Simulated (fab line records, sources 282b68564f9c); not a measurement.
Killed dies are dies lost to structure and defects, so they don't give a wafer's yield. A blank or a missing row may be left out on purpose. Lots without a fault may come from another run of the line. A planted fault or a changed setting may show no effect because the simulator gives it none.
Which tool did it? | flow rit_cmos | 14 lots, 42 wafers sampled, at 2 steps of a route of 202

WHAT THE GAUGES READ, wafer by wafer
RIT_GATE_THK_MEAS_07.
lot  | measured    | on            | GATE_OXIDE_THK (nm)
L294 | day 2 14:59 | film_metro-01 | 3.12 3.12 3.11
L296 | day 2 20:20 | film_metro-04 | 3.03 3.12 3.09
L297 | day 3 06:22 | film_metro-03 | 3.08 3.05 3.11
L298 | day 3 08:14 | film_metro-04 | 3.11 3.01 3.00
L299 | day 3 21:28 | film_metro-04 | 3.03 3.08 3.11
L302 | day 4 12:51 | film_metro-03 | 2.96 3.00 2.98
L303 | day 4 16:14 | film_metro-04 | 3.00 2.97 3.00
L304 | day 4 17:41 | film_metro-04 | 3.03 3.00 3.06
L305 | day 5 03:59 | film_metro-03 | 3.04 3.01 3.06
L306 | day 5 03:59 | film_metro-01 | 2.94 3.01 2.96
L308 | day 5 13:15 | film_metro-01 | 3.02 2.97 3.01
L309 | day 5 15:54 | film_metro-04 | 2.71 2.75 2.76
L311 | day 6 04:33 | film_metro-04 | 3.10 3.11 3.08
L312 | day 6 07:43 | film_metro-01 | 2.82 2.65 2.76

WHICH TOOL RAN EACH LOT (tool, then ch and the chambers of the sampled wafers, then the start)
lot  | RIT_GATE_OXIDATION_05
L294 | furnace-04 ch 0, day 2 13:28
L296 | furnace-01 ch 0, day 2 19:00
L297 | furnace-01 ch 0, day 3 03:04
L298 | furnace-04 ch 0, day 3 06:55
L299 | furnace-01 ch 0, day 3 20:06
L302 | furnace-01 ch 0, day 4 11:04
L303 | furnace-03 ch 0, day 4 13:35
L304 | furnace-04 ch 0, day 4 16:22
L305 | furnace-04 ch 0, day 4 22:59
L306 | furnace-04 ch 0, day 4 22:59
L308 | furnace-03 ch 0, day 5 11:03
L309 | furnace-04 ch 0, day 5 13:15
L311 | furnace-01 ch 0, day 6 02:58
L312 | furnace-04 ch 0, day 6 06:21
- RIT_GATE_OXIDATION_05: target thk 3 nm, ox time 270 s.

WHAT THE TOOLS THEMSELVES READ (means of the sampled wafers that have a number; where no wafer has one, the mark that the record gives instead)
RIT_GATE_OXIDATION_05.
lot  | tool       | spike_tc_centre_C (C) | tube_center_temp_C_max
L294 | furnace-04 | 903.4                 | 902.3
L296 | furnace-01 | 902.7                 | 902.5
L297 | furnace-01 | 902.5                 | 902.5
L298 | furnace-04 | 903.5                 | 902.6
L299 | furnace-01 | 902.6                 | 902.5
L302 | furnace-01 | 902.0                 | 902.7
L303 | furnace-03 | 900.3                 | 902.8
L304 | furnace-04 | 903.7                 | 902.1
L305 | furnace-04 | 904.6                 | 902.2
L306 | furnace-04 | 903.2                 | 902.3
L308 | furnace-03 | 903.1                 | 902.4
L309 | furnace-04 | 903.6                 | 902.5
L311 | furnace-01 | 902.6                 | 902.4
L312 | furnace-04 | 902.6                 | 902.2

THE ANSWER, worked out from the rows above alone
Rule: what is usual is taken from the lots themselves. Put in order of their means at a reading, lots are off if they are a third of the lots or fewer, leave a main group of 4 or more, and stand apart from it by a gap of 3 or more times the standard deviation of the main group's means; of several such gaps the widest counts. A main group whose means are all the same, to the digits that the tables above print for the reading, isn't used. A lot without any number at a reading at which 4 lots or more have one is off too. The other lots that the step has rows for count as sound. The gauges are gone through in route order, then the tools' own readings, and for those a lot's mean is taken as printed above. The first step at which some lot is off is used, and at that step the reading that is off furthest; a lot without a number counts as furthest.
Off: L309, L312, at RIT_GATE_THK_MEAS_07 (GATE_OXIDE_THK). The main group: mean 3.04 nm, standard deviation 0.047.
A tool fits if, at a process step before that reading, it ran every lot that is off, and no sound lot after the first of them. The gauges at RIT_GATE_THK_MEAS_07 are tried like those tools. One fits: furnace-04 at RIT_GATE_OXIDATION_05. Its last sound lot is L305 (day 4 22:59), its first lot that is off L309 (day 5 13:15): a fault that began between those two fits.

WHAT THE SIMULATOR HAD PUT IN
Process parameter drift: furnace-04, from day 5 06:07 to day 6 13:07, at RIT_GATE_OXIDATION_05. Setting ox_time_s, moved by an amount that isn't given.
Lots struck among those shown: L309, L312. The rule above found the same.
